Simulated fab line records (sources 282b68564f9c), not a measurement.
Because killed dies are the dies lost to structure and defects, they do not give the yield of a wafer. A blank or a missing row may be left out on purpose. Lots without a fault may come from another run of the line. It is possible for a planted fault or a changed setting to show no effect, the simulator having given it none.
Comparing a struck lot with a sound one ; flow rit cmos ; 15 out of 202 route steps
Sound: these wafers, L584.2, L584.3, L584.6. Wafers struck: L592.1, L592.4, L592.5. Last of all comes the cause.
Order at every step that has rows: each side's tool, ch and its chambers, its first start. Under that, the readings that differ: sound wafers ; struck wafers ; difference of the means ; sigmas: that difference in standard deviations of wafers without a fault.
alike: a reading whose means differ by less than 2 such deviations, as well as words and numbers matching on both sides. not compared: withheld readings; readings where some wafer has no value; bounds like >300 that might hide an equal value; numbers whose values overlap and for which the record gives no deviation.
The two part at a step that has a row with sigmas, a row that says differs or no value, or rows on one side only. Non-overlapping numbers with no deviation appear without sigmas and do not part them. A reading missing from all wafers of one side parts the sides only when that side holds two or more wafers.

first, 1 step without rows for these wafers: RIT_FOX2_OXIDATION_00 (target thk 350.7 nm, ox time 1130 s).
RIT_FOX2_THK_MEAS_01:
  sound on film metro-01, day 3 19:18; struck on film metro-01, day 5 05:30
reading;sound;struck;difference;sigmas
FOX2_OXIDE_THK (nm);351 347 349;333 332 332;-17;-3
then, 2 steps without rows for these wafers: RIT_FOX2_CLEAN_02 (cleans in dHF, time 180 s); RIT_FOX2_WET_ETCH_03 (etches Si3N4 in H3PO4, target depth 195 nm, time 2700 s).
RIT_FOX2_THK_MEAS_90:
  sound on film metro-04, day 3 20:14; struck on film metro-03, day 5 06:23
reading;sound;struck;difference;sigmas
FIELD_OXIDE_LEFT_1_THK (nm);324 320 321;306 305 305;-16;-3
then, 6 steps without rows for these wafers: RIT_NWELL_HMDS_00 (prime time 62.45 s); RIT_NWELL_COAT_01 (resist thk 1300 nm); RIT_NWELL_SOFTBAKE_02 (time 60 s); RIT_NWELL_EXPOSE_03 (exposes mask M2, target cd 43900 nm); RIT_NWELL_PEB_04; RIT_NWELL_DEVELOP_05 (develop time 68 s).
RIT_NWELL_OVL_MEAS_06:
  sound on overlay-02, day 3 21:18; struck on overlay-02, day 5 07:27
  alike: NWELL_OVL
RIT_NWELL_HARDBAKE_07: time 120 s.
  sound on litho track-03 ch 0, day 3 21:22; struck on litho track-03 ch 0, day 5 07:29
reading;sound;struck;difference;sigmas
exhaust pa (Pa);43.8 42.5 43.3;48.4 46.2 47.2;+4.1;+4
heater power total W (W);52.11 51.93 51.92;53.37 53.57 53.44;+1.47;+24
plate temp C (C);139.87 140.00 139.98;142.66 142.76 142.88;+2.82;+22
after that, 1 step had no rows for these wafers: RIT_NWELL_IMPLANT_08.
-- the record jumps here: 2 days lie between the struck wafers' starts before and after (it left off in module NWELL and takes up again in module M1, whose first step shown is number 202 of the route) --
RIT_M1_PROBE_99:
  sound on prober-02, day 5 12:46; struck on prober-01, day 7 15:20
  alike: killed at contacts, killed at front end, killed dies, killed on rim, killed open, killed short

== WHERE THEY PART ==
Earliest at RIT_FOX2_THK_MEAS_01; latest, in this record, at RIT_NWELL_HARDBAKE_07. Later steps at which nothing parts them and some readings are alike: RIT_M1_PROBE_99.

WHY: what had been put in by the simulator
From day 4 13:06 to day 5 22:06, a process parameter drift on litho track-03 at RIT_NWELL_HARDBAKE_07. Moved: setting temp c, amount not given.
